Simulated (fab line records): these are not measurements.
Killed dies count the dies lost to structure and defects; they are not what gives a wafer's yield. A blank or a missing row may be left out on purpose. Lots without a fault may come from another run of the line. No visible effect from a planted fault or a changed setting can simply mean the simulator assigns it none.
fab line records + flow rit-cmos
[record]
- lots = 14
- wafers = 42
- last-day = 8
route steps=202 shown M1@196
lots that met no fault: from a run of the same line without faults
start-h: hours from the record's first day to the start of the lot's first wafer shown + wait-h: hours since the lot's step before + " same as the row above + L1.1+2: one row covering several wafers at once + - no value, or no start was given + * or withheld: withheld + < > ~ a bound
route shown NAME@n: NAME is a module with steps in the file, n the number in the route of the first one + usual: average and standard deviation across the fault-free wafers + same: alike in all rows + chamber/n: place in a boat + sites: per-site readings + _std_site: the values' standard deviation + _edge_site: inner sites' mean taken away from outer sites' mean + radius-mm: for every site, how far away it sits from the centre of the wafer + mask NAME#n: copy n + behind: tool/chamber where the wafer was last shaped + hold: why the lot went on hold/how many hours it stayed there/how the hold came to an end + device: the transistor (n, p or np) that didn't switch + end of line: the tests these same wafers got at the end of their route + a step given without rows: its recipe and nothing more + killed: the dies lost at the first sort to structure and to defects; this is not the yield of the wafer + map: a wafer's dies, x killed, . not, _ none there
set.NAME: the setting that was run; set.NAME@STEP: the one run at that earlier step + model.NAME: the simulator's own value behind a step, which no gauge read
route steps across a sampled set of lots; one table per step, one row per wafer
services: a tool's chamber out of use, with start hour (start-h, from the record's first day; less than 0 if before it), hours out, and reason
[[steps]]
[step RIT_M1_METAL_ETCH_12]
[recipe]
- stop-on = SiO2
- chemistry = Cl2/BCl3
- target = Al
- time-s = 165
- over-etch-frac = 0.5
- pressure-mtorr = 100
- target-depth-a = 6000
- rf-w = 252.8
- Cl2_flow_sccm = 60
- bcl3-flow-sccm = 50
[usual]
- drypump-motor-current-A = 5.5/0.62
- oes-product-au = 0.757/0.019
- rf-fwd-power-W = 251.5/0.91
- run-length-s = 193.1/0.37
- throttle-valve-pct = 8.20/0.1
| lot.wafer | tool         | chamber | start-h | wait-h | drypump-motor-current-A | oes-product-au | rf-fwd-power-W | rf-hours-counter-h | run-length-s | throttle-valve-pct |
|-----------|--------------|---------|---------|--------|-------------------------|----------------|----------------|--------------------|--------------|--------------------|
| L640.2    | rie-metal-03 | 1       | 61.58   | 0.2    | 5.1                     | 0.739          | 250.6          | 2                  | 192.8        | 8.05               |
| L640.5    | "            | 0       | "       | "      | 6.7                     | 0.730          | 250.9          | -                  | 193.4        | 8.09               |
| L640.6    | "            | 1       | "       | "      | 5.1                     | 0.743          | 250.7          | -                  | 193.0        | 8.05               |
| L641.1    | rie-metal-01 | 0       | 70.90   | 0.2    | 4.9                     | 0.778          | 251.4          | 4                  | 193.6        | 8.35               |
| L641.3    | "            | 0       | "       | "      | 4.9                     | 0.770          | 251.4          | -                  | 193.8        | 8.34               |
| L641.4    | "            | 1       | "       | "      | 5.9                     | 0.772          | 250.8          | -                  | 192.6        | 8.24               |
| L643.2    | rie-metal-03 | 0       | 82.07   | 0.2    | 6.7                     | 0.729          | 251.6          | 3                  | 193.1        | 8.09               |
| L643.5    | "            | 0       | "       | "      | 6.7                     | 0.740          | 252.1          | -                  | 193.2        | 8.09               |
| L643.6    | "            | 1       | "       | "      | 5.1                     | 0.750          | 249.0          | -                  | 193.0        | 8.04               |
| L644.3    | rie-metal-04 | 1       | 88.86   | 0.2    | 5.5                     | 0.764          | 251.2          | -                  | 193.8        | 8.21               |
| L644.4    | "            | 0       | "       | "      | 5.2                     | 0.776          | 252.4          | -                  | 193.7        | 8.29               |
| L644.6    | "            | 1       | "       | "      | 5.5                     | 0.763          | 250.8          | -                  | 193.4        | 8.22               |
| L645.1    | rie-metal-01 | 0       | 91.36   | 0.2    | 4.9                     | 0.769          | 251.0          | 4                  | 193.2        | 8.35               |
| L645.3    | "            | 1       | "       | "      | 5.9                     | 0.781          | 252.3          | -                  | 193.3        | 8.24               |
| L645.5    | "            | 1       | "       | "      | 5.9                     | 0.784          | 252.0          | -                  | 192.6        | 8.21               |
| L646.3    | rie-metal-03 | 1       | 91.83   | 0.2    | 5.1                     | 0.740          | 250.5          | -                  | 192.9        | 8.04               |
| L646.4    | "            | 0       | "       | "      | 6.7                     | 0.733          | 251.5          | -                  | 193.7        | 8.09               |
| L646.6    | "            | 1       | "       | "      | 5.1                     | 0.737          | 250.1          | -                  | 192.6        | 8.06               |
| L648.1    | rie-metal-01 | 0       | 110.26  | 0.2    | 4.9                     | 0.768          | 249.7          | 5                  | 193.5        | 8.31               |
| L648.5    | "            | 0       | "       | "      | 4.9                     | 0.764          | 250.7          | -                  | 193.1        | 8.33               |
| L648.6    | "            | 1       | "       | "      | 5.9                     | 0.763          | 249.6          | -                  | 192.7        | 8.23               |
| L650.2    | rie-metal-04 | 1       | 115.98  | 0.2    | 5.5                     | 0.761          | 251.5          | 39                 | 193.4        | 8.22               |
| L650.5    | "            | 0       | "       | "      | 5.2                     | 0.773          | 252.8          | -                  | 193.3        | 8.30               |
| L650.6    | "            | 1       | "       | "      | 5.5                     | 0.762          | 251.2          | -                  | 193.4        | 8.22               |
| L652.3    | rie-metal-03 | 0       | 124.31  | 0.2    | 6.7                     | 0.972          | -              | -                  | 151.5        | 8.06               |
| L652.4    | "            | 1       | "       | "      | 5.1                     | 0.989          | -              | -                  | 151.6        | 8.01               |
| L652.5    | "            | 1       | "       | "      | 5.1                     | 0.985          | -              | -                  | 151.7        | 8.01               |
| L655.2    | rie-metal-03 | 1       | 148.07  | 0.2    | 5.1                     | 0.990          | -              | 3                  | 151.3        | 8.03               |
| L655.3    | "            | 1       | "       | "      | 5.1                     | 0.989          | -              | -                  | 151.5        | 8.01               |
| L655.6    | "            | 0       | "       | "      | 6.7                     | 0.970          | -              | -                  | 151.9        | 8.05               |
| L659.2    | rie-metal-01 | 1       | 167.76  | 0.2    | 5.9                     | 0.784          | 250.6          | 5                  | 192.5        | 8.24               |
| L659.5    | "            | 0       | "       | "      | 4.9                     | 0.791          | 252.2          | -                  | 193.2        | 8.34               |
| L659.6    | "            | 1       | "       | "      | 5.9                     | 0.786          | 251.4          | -                  | 192.6        | 8.23               |
| L660.1    | rie-metal-04 | 1       | 168.00  | 0.2    | 5.5                     | 0.766          | 251.7          | 0                  | 193.6        | 8.22               |
| L660.2    | "            | 0       | "       | "      | 5.2                     | 0.731          | 251.6          | 0                  | 193.3        | 8.29               |
| L660.6    | "            | 1       | "       | "      | 5.5                     | 0.775          | 252.4          | -                  | 193.9        | 8.23               |
| L662.2    | rie-metal-01 | 0       | 182.74  | 0.2    | 4.9                     | 0.787          | 251.8          | 6                  | 193.5        | 8.35               |
| L662.3    | "            | 0       | "       | "      | 4.9                     | 0.780          | 251.2          | -                  | 193.9        | 8.35               |
| L662.5    | "            | 1       | "       | "      | 5.9                     | 0.769          | 251.7          | -                  | 192.8        | 8.22               |
| L663.2    | rie-metal-04 | 1       | 195.01  | 0.2    | 5.5                     | 0.765          | 250.6          | 0                  | 193.8        | 8.24               |
| L663.3    | "            | 0       | "       | "      | 5.2                     | 0.733          | 251.5          | -                  | 192.9        | 8.28               |
| L663.5    | "            | 1       | "       | "      | 5.5                     | 0.766          | 250.6          | -                  | 193.5        | 8.22               |
[step RIT_M1_PROBE_99]
[usual]
- defect-limited-yield = 97.3/1.2
- killed-at-contacts = 0.0/0.16
- killed-at-front-end = 7/3.1
- killed-dies = 7/3.1
- killed-open = 3.6/2.2
- killed-short = 3.4/2.1
- sort_bin_3_pad_short = 0.1/0.24
- sort_bin_5_function = 1.5/0.76
- sort_bin_6_memory = 1.0/0.67
- sort-n-pass = 257/3.1
- sort-yield-pct = 97.3/1.2
[same]
- gross-dies = 264
- killed_at_M0_to_M3 = 0
- killed_at_M4_up = 0
- killed-at-back-side = 0
- killed-at-other = 0
| lot.wafer | tool      | chamber | start-h | wait-h | defect-limited-yield[%] | killed-at-contacts | killed-at-front-end | killed-dies | killed-open | killed-short | sort_bin_3_pad_short[%] | sort_bin_5_function[%] | sort_bin_6_memory[%] | sort-n-pass | sort-yield-pct[%] |
|-----------|-----------|---------|---------|--------|-------------------------|--------------------|---------------------|-------------|-------------|--------------|-------------------------|------------------------|----------------------|-------------|-------------------|
| L640.2    | prober-01 | -       | 63.90   | 0.1    | 97.7                    | 0                  | 6                   | 6           | 2           | 3            | 0                       | 1.9                    | 0.4                  | 258         | 97.7              |
| L640.5    | prober-01 | -       | 64.05   | 0.2    | 97.7                    | 0                  | 6                   | 6           | 2           | 4            | 0                       | 1.5                    | 0.8                  | 258         | 97.7              |
| L640.6    | prober-01 | -       | 64.10   | 0.2    | 97.7                    | 0                  | 6                   | 6           | 2           | 4            | 0                       | 1.5                    | 0.8                  | 258         | 97.7              |
| L641.1    | prober-01 | -       | 74.05   | 0.1    | 98.1                    | 0                  | 5                   | 5           | 2           | 3            | 0                       | 1.5                    | 0.4                  | 259         | 98.1              |
| L641.3    | prober-01 | -       | 74.15   | 0.2    | 95.1                    | 0                  | 13                  | 13          | 3           | 10           | 0.8                     | 3.0                    | 1.1                  | 251         | 95.1              |
| L641.4    | prober-01 | -       | 74.20   | 0.2    | 97.3                    | 0                  | 7                   | 7           | 4           | 3            | 0                       | 1.9                    | 0.8                  | 257         | 97.3              |
| L643.2    | prober-02 | -       | 84.37   | 0.1    | 97.3                    | 0                  | 7                   | 7           | 3           | 4            | 0                       | 2.7                    | 0                    | 257         | 97.3              |
| L643.5    | prober-02 | -       | 84.52   | 0.2    | 97.0                    | 0                  | 8                   | 8           | 6           | 2            | 0                       | 1.9                    | 1.1                  | 256         | 97.0              |
| L643.6    | prober-02 | -       | 84.57   | 0.2    | 98.5                    | 0                  | 4                   | 4           | 1           | 3            | 0                       | 0.8                    | 0.8                  | 260         | 98.5              |
| L644.3    | prober-01 | -       | 91.16   | 0.2    | 97.3                    | 0                  | 7                   | 7           | 5           | 2            | 0                       | 1.1                    | 1.5                  | 257         | 97.3              |
| L644.4    | prober-01 | -       | 91.21   | 0.2    | 96.6                    | 0                  | 9                   | 9           | 7           | 2            | 0                       | 1.9                    | 1.5                  | 255         | 96.6              |
| L644.6    | prober-01 | -       | 91.31   | 0.2    | 97.0                    | 0                  | 8                   | 8           | 5           | 3            | 0                       | 1.9                    | 1.1                  | 256         | 97.0              |
| L645.1    | prober-02 | -       | 93.61   | 0.1    | 97.3                    | 0                  | 7                   | 7           | 5           | 2            | 0                       | 1.9                    | 0.8                  | 257         | 97.3              |
| L645.3    | prober-02 | -       | 93.71   | 0.2    | 95.1                    | 0                  | 13                  | 13          | 9           | 4            | 0.8                     | 2.3                    | 1.9                  | 251         | 95.1              |
| L645.5    | prober-02 | -       | 93.81   | 0.2    | 98.5                    | 1                  | 3                   | 4           | 1           | 3            | 0                       | 0.8                    | 0.8                  | 260         | 98.5              |
| L646.3    | prober-01 | -       | 95.21   | 0.2    | 97.7                    | 0                  | 6                   | 6           | 4           | 2            | 0                       | 1.5                    | 0.8                  | 258         | 97.7              |
| L646.4    | prober-01 | -       | 95.26   | 0.2    | 99.2                    | 0                  | 2                   | 2           | 1           | 1            | 0                       | 0.8                    | 0                    | 262         | 99.2              |
| L646.6    | prober-01 | -       | 95.36   | 0.2    | 98.1                    | 0                  | 5                   | 5           | 3           | 2            | 0.8                     | 0.4                    | 0.8                  | 259         | 98.1              |
| L648.1    | prober-01 | -       | 112.51  | 0.1    | 97.7                    | 0                  | 6                   | 6           | 2           | 4            | 0.4                     | 1.5                    | 0.4                  | 258         | 97.7              |
| L648.5    | prober-01 | -       | 112.71  | 0.2    | 96.2                    | 0                  | 10                  | 10          | 6           | 4            | 0                       | 2.7                    | 1.1                  | 254         | 96.2              |
| L648.6    | prober-01 | -       | 112.76  | 0.2    | 98.1                    | 0                  | 5                   | 5           | 2           | 3            | 0                       | 1.5                    | 0.4                  | 259         | 98.1              |
| L650.2    | prober-01 | -       | 118.28  | 0.1    | 98.9                    | 0                  | 3                   | 3           | 1           | 2            | 0                       | 0.8                    | 0.4                  | 261         | 98.9              |
| L650.5    | prober-01 | -       | 118.43  | 0.2    | 95.5                    | 0                  | 12                  | 12          | 7           | 5            | 0                       | 2.3                    | 2.3                  | 252         | 95.5              |
| L650.6    | prober-01 | -       | 118.48  | 0.2    | 100.0                   | 0                  | 0                   | 0           | 0           | 0            | 0                       | 0                      | 0                    | 264         | 100.0             |
| L652.3    | prober-01 | -       | 127.72  | 0.2    | 97.7                    | 0                  | 6                   | 6           | 3           | 3            | 0                       | 1.5                    | 0.8                  | 258         | 97.7              |
| L652.4    | prober-01 | -       | 127.77  | 0.2    | 95.8                    | 0                  | 11                  | 11          | 5           | 5            | 0                       | 2.7                    | 1.5                  | 253         | 95.8              |
| L652.5    | prober-01 | -       | 127.82  | 0.2    | 98.5                    | 0                  | 4                   | 4           | 0           | 4            | 0                       | 1.1                    | 0.4                  | 260         | 98.5              |
| L655.2    | prober-02 | -       | 150.37  | 0.1    | 98.1                    | 0                  | 5                   | 5           | 2           | 3            | 0                       | 0.4                    | 1.5                  | 259         | 98.1              |
| L655.3    | prober-02 | -       | 150.42  | 0.2    | 98.5                    | 0                  | 4                   | 4           | 4           | 0            | 0                       | 0.8                    | 0.8                  | 260         | 98.5              |
| L655.6    | prober-02 | -       | 150.57  | 0.2    | 96.6                    | 0                  | 9                   | 9           | 6           | 3            | 0.4                     | 1.1                    | 1.9                  | 255         | 96.6              |
| L659.2    | prober-01 | -       | 170.06  | 0.1    | 99.2                    | 0                  | 2                   | 2           | 0           | 2            | 0                       | 0.4                    | 0.4                  | 262         | 99.2              |
| L659.5    | prober-01 | -       | 170.21  | 0.2    | 97.7                    | 0                  | 6                   | 6           | 4           | 2            | 0                       | 0.8                    | 1.5                  | 258         | 97.7              |
| L659.6    | prober-01 | -       | 170.26  | 0.2    | 96.6                    | 0                  | 9                   | 9           | 7           | 2            | 0                       | 2.3                    | 1.1                  | 255         | 96.6              |
| L660.1    | prober-02 | -       | 171.51  | 0.1    | 97.7                    | 0                  | 6                   | 6           | 4           | 2            | 0                       | 0.8                    | 1.5                  | 258         | 97.7              |
| L660.2    | prober-02 | -       | 171.56  | 0.1    | 97.3                    | 0                  | 7                   | 7           | 2           | 5            | 0.4                     | 1.5                    | 0.8                  | 257         | 97.3              |
| L660.6    | prober-02 | -       | 171.76  | 0.2    | 96.2                    | 0                  | 10                  | 10          | 5           | 5            | 0                       | 2.3                    | 1.5                  | 254         | 96.2              |
| L662.2    | prober-02 | -       | 185.07  | 0.1    | 97.7                    | 0                  | 6                   | 6           | 5           | 1            | 0                       | 1.5                    | 0.8                  | 258         | 97.7              |
| L662.3    | prober-02 | -       | 185.12  | 0.2    | 99.6                    | 0                  | 1                   | 1           | 1           | 0            | 0                       | 0                      | 0.4                  | 263         | 99.6              |
| L662.5    | prober-02 | -       | 185.22  | 0.2    | 97.3                    | 0                  | 7                   | 7           | 3           | 4            | 0                       | 1.1                    | 1.5                  | 257         | 97.3              |
| L663.2    | prober-01 | -       | 197.33  | 0.1    | 97.3                    | 0                  | 7                   | 7           | 4           | 3            | 0.4                     | 1.9                    | 0.4                  | 257         | 97.3              |
| L663.3    | prober-01 | -       | 197.38  | 0.2    | 98.1                    | 0                  | 5                   | 5           | 0           | 5            | 0                       | 0.8                    | 1.1                  | 259         | 98.1              |
| L663.5    | prober-01 | -       | 197.48  | 0.2    | 97.3                    | 0                  | 7                   | 7           | 0           | 7            | 0                       | 1.9                    | 0.8                  | 257         | 97.3              |
// killed by level:class
L640.2 FOX1:geometric-particle:short=2 GATE:geometric-particle:open=1 SPACER:geometric-particle:open=1 SPACER:geometric-particle:short=1 NRETRO:coat-microbubble-printed=1
L640.5 GATE:geometric-particle:short=2 REOX:geometric-particle:short=2 GATE:geometric-particle:open=1 REOX:geometric-particle:open=1
L640.6 REOX:geometric-particle:short=2 FOX1:geometric-particle:short=1 FOX1:geometric-particle:open=1 GATE:geometric-particle:short=1 GATE:geometric-particle:open=1
L641.1 FOX1:geometric-particle:short=1 FOX1:geometric-particle:open=1 GATE:geometric-particle:short=1 GATE:geometric-particle:open=1 REOX:geometric-particle:short=1
L641.3 GATE:geometric-particle:short=3 FOX2:geometric-particle:short=2 GATE:geometric-particle:open=2 REOX:geometric-particle:short=2 FOX1:geometric-particle:short=1 SPACER:geometric-particle:short=1 SILICIDE:geometric-particle:short=1 SILICIDE:geometric-particle:open=1
L641.4 REOX:geometric-particle:open=2 REOX:geometric-particle:short=2 ACTIVE:geometric-particle:open=1 GATE:geometric-particle:short=1 SPACER:geometric-particle:open=1
L643.2 GATE:geometric-particle:short=3 GATE:geometric-particle:open=2 FOX1:geometric-particle:short=1 REOX:geometric-particle:open=1
L643.5 GATE:geometric-particle:open=4 REOX:geometric-particle:open=2 GATE:geometric-particle:short=1 SILICIDE:geometric-particle:short=1
L643.6 GATE:geometric-particle:short=2 FOX1:geometric-particle:short=1 GATE:geometric-particle:open=1
L644.3 SILICIDE:geometric-particle:open=3 GATE:geometric-particle:open=2 GATE:geometric-particle:short=1 SPACER:geometric-particle:short=1
L644.4 SILICIDE:geometric-particle:open=3 GATE:geometric-particle:open=2 FOX1:geometric-particle:short=1 FOX1:geometric-particle:open=1 FOX2:geometric-particle:open=1 SILICIDE:geometric-particle:short=1
L644.6 GATE:geometric-particle:open=2 GATE:geometric-particle:short=2 FOX1:geometric-particle:short=1 FOX2:geometric-particle:open=1 REOX:geometric-particle:open=1 SILICIDE:geometric-particle:open=1
L645.1 GATE:geometric-particle:open=2 FOX1:geometric-particle:open=1 REOX:geometric-particle:short=1 REOX:geometric-particle:open=1 SPACER:geometric-particle:short=1 SILICIDE:geometric-particle:open=1
L645.3 GATE:geometric-particle:open=4 FOX2:geometric-particle:open=2 ACTIVE:geometric-particle:open=1 FOX1:geometric-particle:short=1 FOX2:geometric-particle:short=1 GATE:geometric-particle:short=1 SPACER:geometric-particle:short=1 SPACER:geometric-particle:open=1
L645.5 GATE:geometric-particle:short=2 REOX:geometric-particle:short=1 CONTACT:geometric-particle:open=1
L646.3 REOX:geometric-particle:open=2 GATE:geometric-particle:short=1 SPACER:geometric-particle:short=1 SPACER:geometric-particle:open=1 SILICIDE:geometric-particle:open=1
L646.4 FOX2:geometric-particle:short=1 GATE:geometric-particle:open=1
L646.6 GATE:geometric-particle:short=2 FOX1:geometric-particle:open=1 FOX2:geometric-particle:open=1 REOX:geometric-particle:open=1
L648.1 SILICIDE:geometric-particle:short=3 GATE:geometric-particle:open=1 GATE:geometric-particle:short=1 REOX:geometric-particle:open=1
L648.5 GATE:geometric-particle:open=5 GATE:geometric-particle:short=2 FOX1:geometric-particle:short=1 SPACER:geometric-particle:open=1 SILICIDE:geometric-particle:short=1
L648.6 GATE:geometric-particle:short=2 FOX1:geometric-particle:open=1 GATE:geometric-particle:open=1 REOX:geometric-particle:short=1
L650.2 FOX2:geometric-particle:short=1 GATE:geometric-particle:open=1 SPACER:geometric-particle:short=1
L650.5 GATE:geometric-particle:open=5 GATE:geometric-particle:short=4 FOX2:geometric-particle:short=1 REOX:geometric-particle:open=1 SPACER:geometric-particle:open=1
L652.3 FOX2:geometric-particle:open=2 REOX:geometric-particle:short=2 FOX1:geometric-particle:open=1 SPACER:geometric-particle:short=1
L652.4 GATE:geometric-particle:open=4 FOX1:geometric-particle:short=3 GATE:geometric-particle:short=2 ACTIVE:geometric-particle:open=1 NWELL:coat-microbubble-printed=1
L652.5 REOX:geometric-particle:short=2 FOX2:geometric-particle:short=1 GATE:geometric-particle:short=1
L655.2 GATE:geometric-particle:short=2 FOX1:geometric-particle:short=1 FOX2:geometric-particle:open=1 SILICIDE:geometric-particle:open=1
L655.3 FOX1:geometric-particle:open=1 GATE:geometric-particle:open=1 SPACER:geometric-particle:open=1 SILICIDE:geometric-particle:open=1
L655.6 FOX1:geometric-particle:open=3 GATE:geometric-particle:short=2 GATE:geometric-particle:open=1 REOX:geometric-particle:open=1 SILICIDE:geometric-particle:short=1 SILICIDE:geometric-particle:open=1
L659.2 GATE:geometric-particle:short=1 SPACER:geometric-particle:short=1
L659.5 REOX:geometric-particle:open=3 FOX1:geometric-particle:open=1 REOX:geometric-particle:short=1 SPACER:geometric-particle:short=1
L659.6 GATE:geometric-particle:open=4 REOX:geometric-particle:open=2 FOX2:geometric-particle:short=1 FOX2:geometric-particle:open=1 GATE:geometric-particle:short=1
L660.1 GATE:geometric-particle:short=2 GATE:geometric-particle:open=2 FOX1:geometric-particle:open=1 REOX:geometric-particle:open=1
L660.2 GATE:geometric-particle:short=2 GATE:geometric-particle:open=2 FOX1:geometric-particle:short=1 SPACER:geometric-particle:short=1 REOX:geometric-particle:short=1
L660.6 GATE:geometric-particle:short=4 GATE:geometric-particle:open=3 FOX1:geometric-particle:open=1 SPACER:geometric-particle:short=1 SILICIDE:geometric-particle:open=1
L662.2 GATE:geometric-particle:open=3 FOX2:geometric-particle:open=1 SPACER:geometric-particle:open=1 SILICIDE:geometric-particle:short=1
L662.3 GATE:geometric-particle:open=1
L662.5 FOX2:geometric-particle:short=3 FOX1:geometric-particle:open=1 GATE:geometric-particle:short=1 GATE:geometric-particle:open=1 SPACER:geometric-particle:open=1
L663.2 GATE:geometric-particle:open=3 GATE:geometric-particle:short=2 FOX1:geometric-particle:open=1 REOX:geometric-particle:short=1
L663.3 GATE:geometric-particle:short=3 FOX1:geometric-particle:short=1 SPACER:geometric-particle:short=1
L663.5 FOX1:geometric-particle:short=3 GATE:geometric-particle:short=2 REOX:geometric-particle:short=2
[[services]]
| tool         | chamber | start-h | hours | kind       |
|--------------|---------|---------|-------|------------|
| rie-metal-04 | -       | 136.12  | 20.0  | pm         |
| rie-metal-04 | 0       | 136.12  | 20.0  | vent-cycle |
| rie-metal-04 | 1       | 136.12  | 20.0  | vent-cycle |
| rie-metal-04 | 0       | 156.12  | -     | clean      |
| rie-metal-04 | 1       | 156.12  | -     | clean      |
[[key]]
[first-sign]
- step = RIT_M1_METAL_ETCH_12
- reading = run-length-s
- direction = down
- sigmas = 99+
- usual = *
- struck = *
[effect]
- step = RIT_M1_METAL_ETCH_12
- reading = oes-product-au
- direction = up
- sigmas = 12
- usual = 0.757
- struck = 0.982
met-at RIT_M1_METAL_ETCH_12
struck-lots L652,L655
onset-between 91.83 124.31
[fault]
- kind = process-parameter-drift
- tool = rie-metal-03
- chamber = -
- onset-h = 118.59
- steps = RIT_M1_METAL_ETCH_12
- channel = time-s
- offset = *
- shape = step
- end-h = 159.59
- stated = *
